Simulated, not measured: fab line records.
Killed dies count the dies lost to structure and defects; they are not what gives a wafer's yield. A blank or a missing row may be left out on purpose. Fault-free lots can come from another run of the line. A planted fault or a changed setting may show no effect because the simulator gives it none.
What tool caused it? + flow rit-cmos + 15 lots, 45 wafers sampled, at 5 steps of a route of 202

## WHAT EACH GAUGE READ, for each wafer
RIT_ACTIVE_BOW_MEAS_00. Usual: INCOMING_BOW typically reads 0 um, with standard deviation 6.6.
| lot  | measured    | on            | INCOMING_BOW (um) | flag |
|------|-------------|---------------|-------------------|------|
| L264 | day 1 10:00 | film-metro-02 | -7 -3 -3          |      |
| L265 | day 1 15:00 | film-metro-01 | -8 6 -9           |      |
| L266 | day 1 20:00 | film-metro-01 | 2 0 1             |      |
| L267 | day 2 01:01 | film-metro-04 | -8 7 6            |      |
| L268 | day 2 06:00 | film-metro-04 | 2 -9 -14          |      |
| L269 | day 2 11:00 | film-metro-04 | -3 -1 8           |      |
| L270 | day 2 16:00 | film-metro-02 | -2 -6 -3          |      |
| L271 | day 2 21:00 | film-metro-01 | 10 6 -1           |      |
| L272 | day 3 02:00 | film-metro-02 | 0 -7 -7           |      |
| L273 | day 3 07:01 | film-metro-02 | 6 5 3             |      |
| L274 | day 3 12:00 | film-metro-01 | 1 4 -1            |      |
| L278 | day 4 08:01 | film-metro-04 | -7 -2 -5          |      |
| L279 | day 4 13:02 | film-metro-02 | -11 -5 -4         |      |
| L280 | day 4 18:00 | film-metro-02 | -1 4 -15          |      |
| L284 | day 5 14:00 | film-metro-04 | -2 -5 -6          |      |

RIT_FOX2_THK_MEAS_01. Usual: FOX2_OXIDE_THK typically reads 350 nm, with standard deviation 4.9.
| lot  | measured    | on            | FOX2_OXIDE_THK (nm) | flag |
|------|-------------|---------------|---------------------|------|
| L264 | day 1 19:17 | film-metro-03 | 339 342 342         |      |
| L265 | day 2 00:18 | film-metro-02 | 355 360 357         |      |
| L266 | day 2 06:32 | film-metro-01 | 351 353 347         |      |
| L267 | day 2 09:47 | film-metro-01 | 340 339 346         |      |
| L268 | day 2 16:06 | film-metro-03 | 359 353 355         |      |
| L269 | day 2 20:52 | film-metro-02 | 345 350 355         |      |
| L270 | day 3 01:23 | film-metro-02 | 350 355 351         |      |
| L271 | day 3 06:52 | film-metro-01 | 345 345 348         |      |
| L272 | day 3 10:21 | film-metro-03 | 355 357 357         |      |
| L273 | day 3 17:05 | film-metro-03 | 349 346 348         |      |
| L274 | day 3 22:17 | film-metro-03 | 346 351 345         |      |
| L278 | day 4 17:31 | film-metro-01 | 349 348 347         |      |
| L279 | day 4 22:25 | film-metro-03 | 354 353 352         |      |
| L280 | day 5 04:22 | film-metro-03 | 350 353 351         |      |
| L284 | day 5 22:59 | film-metro-03 | 360 355 356         |      |

RIT_NRETRO_OVL_MEAS_06. Usual: NRETRO_OVL typically reads -0.7 nm, with standard deviation 1.4.
| lot  | measured    | on         | NRETRO_OVL (nm) | flag |
|------|-------------|------------|-----------------|------|
| L264 | day 2 06:28 | overlay-02 | -0.5 -3.2 -1.0  |      |
| L265 | day 2 10:48 | overlay-02 | -0.1 -0.3 2.0   |      |
| L266 | day 2 16:59 | overlay-01 | 0.3 -1.1 -1.0   |      |
| L267 | day 2 20:35 | overlay-01 | 1.1 1.8 -0.2    |      |
| L268 | day 3 03:09 | overlay-02 | -0.3 -1.7 -1.2  |      |
| L269 | day 3 07:13 | overlay-01 | -4.5 -1.8 -2.9  |      |
| L270 | day 3 13:04 | overlay-02 | -2.9 -0.7 -1.6  |      |
| L271 | day 3 17:21 | overlay-02 | -2.5 -0.3 0.9   |      |
| L272 | day 3 21:04 | overlay-02 | -0.7 0.5 1.1    |      |
| L273 | day 4 03:36 | overlay-01 | 0.3 1.2 -0.4    |      |
| L274 | day 4 09:14 | overlay-02 | -1.4 -1.8 -0.5  |      |
| L278 | day 5 04:22 | overlay-02 | -0.5 0.7 1.6    |      |
| L279 | day 5 09:07 | overlay-01 | - - - - - -     | OFF  |
| L280 | day 5 15:08 | overlay-01 | - - - - - -     | OFF  |
| L284 | day 6 09:36 | overlay-02 | - - - - - -     | OFF  |

RIT_GATE_OVL_MEAS_17. Usual: GATE_OVL typically reads -0.6 nm, with standard deviation 1.4.
| lot  | measured    | on         | GATE_OVL (nm)  | flag |
|------|-------------|------------|----------------|------|
| L264 | day 2 13:56 | overlay-01 | -0.7 -0.1 -1.7 |      |
| L265 | day 2 18:57 | overlay-01 | -1.3 -1.8 -2.1 |      |
| L266 | day 3 00:53 | overlay-01 | -1.9 -3.4 -1.8 |      |
| L267 | day 3 03:22 | overlay-01 | -3.6 -1.4 -1.9 |      |
| L268 | day 3 11:04 | overlay-02 | 1.0 -0.3 1.4   |      |
| L269 | day 3 15:29 | overlay-01 | 3.7 1.9 0.5    |      |
| L270 | day 3 23:31 | overlay-02 | -1.3 -0.9 -2.0 |      |
| L271 | day 4 01:22 | overlay-02 | -0.2 0.6 -2.0  |      |
| L272 | day 4 07:16 | overlay-02 | -3.4 -2.9 -0.5 |      |
| L273 | day 4 10:28 | overlay-01 | 0.4 -0.1 -1.0  |      |
| L274 | day 4 19:05 | overlay-01 | -0.3 -1.1 0.1  |      |
| L278 | day 5 13:19 | overlay-01 | -0.4 0.0 1.5   |      |

## TOOL THAT RAN EACH LOT (tool first, then ch and the chambers of the sampled wafers, then the start)
| lot  | RIT_NRETRO_EXPOSE_03               |
|------|------------------------------------|
| L264 | iline-stepper-01 ch 0, day 2 06:02 |
| L265 | iline-stepper-02 ch 0, day 2 10:22 |
| L266 | iline-stepper-02 ch 0, day 2 16:33 |
| L267 | iline-stepper-02 ch 0, day 2 20:10 |
| L268 | iline-stepper-01 ch 0, day 3 02:43 |
| L269 | iline-stepper-01 ch 0, day 3 06:47 |
| L270 | iline-stepper-01 ch 0, day 3 12:38 |
| L271 | iline-stepper-01 ch 0, day 3 16:55 |
| L272 | iline-stepper-02 ch 0, day 3 20:38 |
| L273 | iline-stepper-01 ch 0, day 4 03:11 |
| L274 | iline-stepper-02 ch 0, day 4 08:48 |
| L278 | iline-stepper-02 ch 0, day 5 03:58 |
| L279 | iline-stepper-01 ch 0, day 5 08:42 |
| L280 | iline-stepper-01 ch 0, day 5 14:43 |
| L284 | iline-stepper-01 ch 0, day 6 09:10 |
- RIT_NRETRO_EXPOSE_03: exposes mask M4, target cd 43900 nm.

## AS READ BY THE TOOLS THEMSELVES (means over the sampled wafers that have a number; for cases with no such wafer, the mark the record gives instead)
The record holds no such reading with a usual standard deviation.

## THE ANSWER, worked out from the rows above alone
Rule: take the mean of a lot's wafers that have a number; if it is more than 3 standard deviations from the usual mean, the lot is off. A lot without any number at a reading at which 4 lots or more have one is off too. Any other lot the step has rows for is counted as sound. Order of review: gauges by route order, followed by the tools' own readings, for which a lot's mean as printed above is used. At the first step where some lot is off, the reading lying furthest off is the one used; lots without a number count as furthest.
Off: L279, L280, L284, at RIT_NRETRO_OVL_MEAS_06 (NRETRO_OVL). Without a number there: L279, L280, L284.
If a tool, at a process step before that reading, ran all the lots that are off and no sound lot after the first of them, it fits. The gauges at RIT_NRETRO_OVL_MEAS_06 are tried like those tools. One fits: RIT_NRETRO_EXPOSE_03 on iline-stepper-01. A fault onset in the window from L273 (day 4 03:11, its last sound lot) to L279 (day 5 08:42, its first lot off) fits.

## WHAT THE SIMULATOR PUT IN
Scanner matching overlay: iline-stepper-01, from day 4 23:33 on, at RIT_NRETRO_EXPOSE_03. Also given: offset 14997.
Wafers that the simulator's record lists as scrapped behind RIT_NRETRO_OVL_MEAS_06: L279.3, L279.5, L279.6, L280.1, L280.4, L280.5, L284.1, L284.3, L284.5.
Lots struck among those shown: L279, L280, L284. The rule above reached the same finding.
